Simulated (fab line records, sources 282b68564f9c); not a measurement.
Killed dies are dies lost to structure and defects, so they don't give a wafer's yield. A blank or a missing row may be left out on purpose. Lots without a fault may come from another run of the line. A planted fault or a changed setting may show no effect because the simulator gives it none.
fab line records | flow rit_cmos
record lots=7 wafers=21 last_day=7
route steps=202 shown ACTIVE@19 FOX1@20 FOX2@23 NWELL@28 M1@202
lots that met no fault: from a run of the same line without faults
start_h: hours from the record's first day to the start of the lot's first wafer shown | wait_h: hours since the lot's step before | " the same as in the row above | L1.1+2: a row that stands for several wafers | - no value, or no start given | * or withheld: withheld | < > ~ a bound
route shown NAME@n: a module of which the file shows steps, and the number in the route of the first | usual: mean/standard deviation of fault-free wafers | same: alike in all rows | chamber/n: place in a boat | sites: the reading at each site | _std_site: their standard deviation | _edge_site: outer sites' mean less inner sites' | radius_mm: how far each site lies from the wafer's centre | mask NAME#n: copy n | behind: the tool/chamber that last shaped the wafer | hold: why the lot was held/for how many hours/how that ended | device: the transistor (n, p or np) that didn't switch | end of line: the same wafers' tests at the end of the route | a step without rows: its recipe alone | killed: dies lost to structure and defects at the first sort, not the wafer's yield | map: a wafer's dies, x killed, . not, _ none there
set.NAME: the setting as run; set.NAME@STEP: as run at that earlier step | model.NAME: the simulator's own value behind a step, which no gauge read
lots at some steps of the route; a table a step, a row a wafer
services: from which hour (start_h, from the record's first day; less than 0 if before it) a tool's chamber was out of use, for how many hours, and why
## steps
# step RIT_ACTIVE_CLEAN_17
# recipe chemistry=SC2 mix=3:3:50 time_s=600 temp_c=75 dry=n2_spin
# step RIT_FOX1_OXIDATION_00
# recipe temp_c=1100 ambient=H2O target_thk_a=3507 p_h2o_torr=720 ox_time_s=1130
# step RIT_FOX1_THK_MEAS_01
# recipe reads=SiO2_of_FOX1_OXIDATION_00
# usual FOX1_OXIDE_THK=352/7
# columns lot.wafer tool chamber start_h wait_h FOX1_OXIDE_THK[nm]
L681.2 film_metro-01 - 28.76 0.0 358
L681.3 " - " " 353
L681.6 " - " " 353
L684.3 film_metro-03 - 42.01 0.0 353
L684.5 " - " " 347
L684.6 " - " " 347
L695.2 film_metro-03 - 98.41 0.0 357
L695.5 " - " " 361
L695.6 " - " " 359
L696.1 film_metro-01 - 101.82 0.0 356
L696.4 " - " " 350
L696.6 " - " " 355
L697.1 film_metro-01 - 107.51 0.0 361
L697.4 " - " " 357
L697.5 " - " " 353
L698.2 film_metro-01 - 112.89 0.0 354
L698.3 " - " " 355
L698.5 " - " " 352
L702.1 film_metro-01 - 132.17 0.0 353
L702.2 " - " " 354
L702.3 " - " " 353
# step RIT_FOX1_WET_ETCH_02
# recipe chemistry=BOE target_depth_nm=350 time_s=390 temp_c=21.5 dry=n2_spin dilution=10:1 target=SiO2
# step RIT_FOX2_OXIDATION_00
# recipe temp_c=1100 ambient=H2O target_thk_a=3507 p_h2o_torr=720 ox_time_s=1130
# step RIT_FOX2_THK_MEAS_01
# recipe reads=SiO2_of_FOX2_OXIDATION_00
# usual FOX2_OXIDE_THK=348/6.2
# columns lot.wafer tool chamber start_h wait_h FOX2_OXIDE_THK[nm]
L681.2 film_metro-02 - 30.25 0.0 348
L681.3 " - " " 341
L681.6 " - " " 349
L684.3 film_metro-01 - 43.79 0.0 351
L684.5 " - " " 351
L684.6 " - " " 345
L695.2 film_metro-01 - 100.10 0.2 356
L695.5 " - " " 359
L695.6 " - " " 359
L696.1 film_metro-03 - 103.33 0.0 349
L696.4 " - " " 353
L696.6 " - " " 354
L697.1 film_metro-03 - 109.01 0.0 346
L697.4 " - " " 347
L697.5 " - " " 339
L698.2 film_metro-01 - 114.49 0.0 353
L698.3 " - " " 353
L698.5 " - " " 348
L702.1 film_metro-03 - 134.37 0.0 340
L702.2 " - " " 342
L702.3 " - " " 336
# step RIT_FOX2_CLEAN_02
# recipe chemistry=dHF dilution=50:1 time_s=180
# step RIT_FOX2_WET_ETCH_03
# recipe chemistry=H3PO4 target=Si3N4 target_depth_nm=195 temp_c=165 time_s=2700
# step RIT_FOX2_THK_MEAS_90
# recipe reads=SiO2_of_FOX2_OXIDATION_00
# usual FIELD_OXIDE_LEFT_1_THK=321/6.2
# columns lot.wafer tool chamber start_h wait_h FIELD_OXIDE_LEFT_1_THK[nm]
L681.2 film_metro-02 - 31.20 0.0 321
L681.3 " - " " 313
L681.6 " - " " 322
L684.3 film_metro-02 - 44.77 0.0 323
L684.5 " - " " 323
L684.6 " - " " 317
L695.2 film_metro-01 - 101.04 0.0 329
L695.5 " - " " 332
L695.6 " - " " 332
L696.1 film_metro-03 - 104.22 0.0 322
L696.4 " - " " 325
L696.6 " - " " 327
L697.1 film_metro-03 - 109.96 0.0 318
L697.4 " - " " 320
L697.5 " - " " 312
L698.2 film_metro-03 - 115.37 0.0 326
L698.3 " - " " 326
L698.5 " - " " 320
L702.1 film_metro-01 - 135.31 0.0 313
L702.2 " - " " 315
L702.3 " - " " 309
# step RIT_NWELL_HMDS_00
# recipe prime_time_s=60 prime_temp_c=140
# step RIT_NWELL_COAT_01
# recipe resist=NOVOLAK spin_rpm=2000 resist_thk_nm=1300
# step RIT_NWELL_SOFTBAKE_02
# recipe resist=NOVOLAK temp_c=90 time_s=60
# step RIT_NWELL_EXPOSE_03
# recipe mask_id=M2 na=0.57 target_cd_nm=43900 dose_mj=250
# columns lot.wafer tool chamber start_h wait_h mask model.NWELL.overlay_x_nm
L681.2+3+6 iline_stepper-01 0 31.81 0.2 M2#0 0.7881
L684.3+5+6 iline_stepper-02 0 45.42 0.2 M2#0 0.6488
L695.2+5+6 iline_stepper-02 0 101.56 0.1 M2#0 1.716
L696.1+4+6 iline_stepper-01 0 104.92 0.2 M2#0 -300.3
L697.1+4+5 iline_stepper-01 0 110.47 0.1 M2#0 -300.3
L698.2+3+5 iline_stepper-01 0 115.89 0.1 M2#0 -301.6
L702.1+2+3 iline_stepper-02 0 136.02 0.2 M2#0 -1.681
# step RIT_NWELL_PEB_04
# recipe resist=NOVOLAK temp_c=withheld time_s=withheld
# step RIT_NWELL_DEVELOP_05
# recipe resist=NOVOLAK develop_time_s=68 dev_temp_c=23
# step RIT_NWELL_OVL_MEAS_06
# usual NWELL_OVL=-0.5/1.5
# columns lot.wafer tool chamber start_h wait_h NWELL_OVL[nm]
L681.2 overlay-02 - 32.22 - -0.5
L681.3 " - " " -1.4
L681.6 " - " " -0.9
L684.3 overlay-01 - 45.82 - -1.3
L684.5 " - " " -0.7
L684.6 " - " " 0.8
L695.2 overlay-02 - 101.98 - -0.2
L695.5 " - " " 1.0
L695.6 " - " " 0.7
L696.1 overlay-01 - 105.39 - -300.1
L696.4 " - " " -300.1
L696.6 " - " " -299.6
L697.1 overlay-02 - 110.90 - -299.8
L697.4 " - " " -298.8
L697.5 " - " " -301.2
L698.2 overlay-01 - 116.31 - -301.3
L698.3 " - " " -300.2
L698.5 " - " " -301.2
L702.1 overlay-01 - 136.45 - -1.8
L702.2 " - " " -2.5
L702.3 " - " " -1.0
# step RIT_NWELL_HARDBAKE_07
# recipe resist=NOVOLAK temp_c=140 time_s=120
# step RIT_M1_PROBE_99
# usual killed_at_contacts=0.0/0.18 killed_at_front_end=7/3.1 killed_dies=7/3.1 killed_open=3.2/2.1 killed_short=3.4/2
# same gross_dies=264 killed_at_M0_to_M3=0 killed_at_M4_up=0 killed_at_back_side=0 killed_at_other=0
# columns lot.wafer tool chamber start_h wait_h killed_at_contacts killed_at_front_end killed_dies killed_open killed_short model.etest.well_edge_right.line_ohm_um model.etest.well_edge_left.line_ohm_um
L681.2 prober-02 - 68.31 0.1 1 4 5 2 3 181.9 181.6
L681.3 prober-02 - 68.36 0.2 0 8 8 4 4 182.1 183.8
L681.6 prober-02 - 68.51 0.2 0 5 5 1 4 182.4 182.5
L684.3 prober-01 - 84.67 0.2 0 14 14 7 7 180.7 182.7
L684.5 prober-01 - 84.77 0.2 0 5 5 2 3 180.5 181.6
L684.6 prober-01 - 84.82 0.2 0 4 4 4 0 180.9 182.5
L695.2 prober-02 - 138.85 0.1 0 7 7 4 3 180.9 180.9
L695.5 prober-02 - 139.00 0.2 0 5 5 4 1 181.8 183.6
L695.6 prober-02 - 139.05 0.2 0 10 10 6 4 179.8 182.3
L696.1 prober-02 - 141.97 0.1 0 5 5 2 3 202.1 169.9
L696.4 prober-02 - 142.12 0.2 0 6 6 4 2 198.7 169.1
L696.6 prober-02 - 142.22 0.2 0 10 10 6 4 203.1 171.4
L697.1 prober-01 - 146.77 0.1 0 1 1 0 1 202.6 170.3
L697.4 prober-01 - 146.92 0.2 0 2 2 0 2 200.9 172.7
L697.5 prober-01 - 146.97 0.2 0 8 8 2 6 201.1 170.5
L698.2 prober-02 - 153.52 0.1 0 9 9 3 6 201.3 171.6
L698.3 prober-02 - 153.57 0.2 0 2 2 2 0 203.1 171.8
L698.5 prober-02 - 153.67 0.2 0 13 13 9 4 201.2 170.2
L702.1 prober-02 - 173.02 0.1 0 4 4 2 2 180.8 183.2
L702.2 prober-02 - 173.07 0.1 0 9 9 6 3 181.5 182
L702.3 prober-02 - 173.12 0.2 0 7 7 3 4 183.3 181.8
# killed by level:class
L681.2 FOX2:geometric_particle:short=2 GATE:geometric_particle:short=1 SPACER:geometric_particle:open=1 CONTACT:geometric_particle:open=1
L681.3 FOX1:geometric_particle:open=2 FOX1:geometric_particle:short=1 GATE:geometric_particle:short=1 REOX:geometric_particle:open=1 REOX:geometric_particle:short=1 SPACER:geometric_particle:open=1 SILICIDE:geometric_particle:short=1
L681.6 GATE:geometric_particle:open=1 GATE:geometric_particle:short=1 REOX:geometric_particle:short=1 SPACER:geometric_particle:short=1 SILICIDE:geometric_particle:short=1
L684.3 GATE:geometric_particle:open=4 GATE:geometric_particle:short=2 REOX:geometric_particle:short=2 SPACER:geometric_particle:short=2 FOX1:geometric_particle:short=1 FOX2:geometric_particle:open=1 REOX:geometric_particle:open=1 SILICIDE:geometric_particle:open=1
L684.5 FOX1:geometric_particle:short=2 REOX:geometric_particle:short=1 SPACER:geometric_particle:open=1 SILICIDE:geometric_particle:open=1
L684.6 GATE:geometric_particle:open=3 FOX1:geometric_particle:open=1
L695.2 FOX2:geometric_particle:open=2 SILICIDE:geometric_particle:short=2 GATE:geometric_particle:short=1 SPACER:geometric_particle:open=1 SILICIDE:geometric_particle:open=1
L695.5 GATE:geometric_particle:open=3 FOX1:geometric_particle:short=1 SILICIDE:geometric_particle:open=1
L695.6 GATE:geometric_particle:open=4 GATE:geometric_particle:short=3 SPACER:geometric_particle:open=2 SPACER:geometric_particle:short=1
L696.1 GATE:geometric_particle:short=3 SPACER:geometric_particle:open=1 SILICIDE:geometric_particle:open=1
L696.4 GATE:geometric_particle:open=2 REOX:geometric_particle:short=2 FOX1:geometric_particle:open=1 SPACER:geometric_particle:open=1
L696.6 GATE:geometric_particle:open=3 REOX:geometric_particle:short=3 FOX1:geometric_particle:open=1 FOX2:geometric_particle:short=1 FOX2:geometric_particle:open=1 REOX:geometric_particle:open=1
L697.1 GATE:geometric_particle:short=1
L697.4 GATE:geometric_particle:short=2
L697.5 SPACER:geometric_particle:short=5 GATE:geometric_particle:open=1 REOX:geometric_particle:short=1 SPACER:geometric_particle:open=1
L698.2 GATE:geometric_particle:short=3 GATE:geometric_particle:open=3 REOX:geometric_particle:short=1 SPACER:geometric_particle:short=1 SILICIDE:geometric_particle:short=1
L698.3 GATE:geometric_particle:open=2
L698.5 SPACER:geometric_particle:open=3 FOX1:geometric_particle:short=2 GATE:geometric_particle:open=2 REOX:geometric_particle:open=2 FOX1:geometric_particle:open=1 FOX2:geometric_particle:open=1 GATE:geometric_particle:short=1 REOX:geometric_particle:short=1
L702.1 GATE:geometric_particle:open=2 GATE:geometric_particle:short=1 REOX:geometric_particle:short=1
L702.2 SPACER:geometric_particle:open=2 FOX1:geometric_particle:open=1 FOX2:geometric_particle:open=1 FOX2:geometric_particle:short=1 GATE:geometric_particle:open=1 REOX:geometric_particle:open=1 REOX:geometric_particle:short=1 SPACER:geometric_particle:short=1
L702.3 FOX2:geometric_particle:open=2 GATE:geometric_particle:short=2 FOX2:geometric_particle:short=1 GATE:geometric_particle:open=1 REOX:geometric_particle:short=1
## services
# columns tool chamber start_h hours kind
iline_stepper-01 - 25.66 1.7 pm
iline_stepper-02 - 28.46 15.0 repair
iline_stepper-02 - 29.47 7.1 repair
iline_stepper-02 - 53.69 1.7 pm
iline_stepper-02 - 129.54 4.4 pm
## key
first_sign step=RIT_NWELL_OVL_MEAS_06 reading=NWELL_OVL direction=down sigmas=99+ usual=-0.5 struck=-300.2
effect none on later readings
model_effect step=RIT_NWELL_EXPOSE_03 value=NWELL.overlay_x_nm without=-0.7102 struck=-300.7
model_effect step=RIT_M1_PROBE_99 value=etest.well_edge_right.line_ohm_um without=183.1 struck=201.6
met_at RIT_NWELL_EXPOSE_03
struck_wafers L696.1,L696.4,L696.6,L697.1,L697.4,L697.5,L698.2,L698.3,L698.5
tester_left_out L696,L697,L698
onset_between 31.81 104.92
fault kind=scanner_matching_overlay tool=iline_stepper-01 chamber=- onset_h=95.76 steps=RIT_NWELL_EXPOSE_03 offset=-300
# tester_left_out: of these lots the tester's yield and bins aren't shown, on N5 and GAA mostly nor the transistor test; their killed dies are dies lost to structure and defects alone, not to doping, threshold or leakage, so they don't give the yield
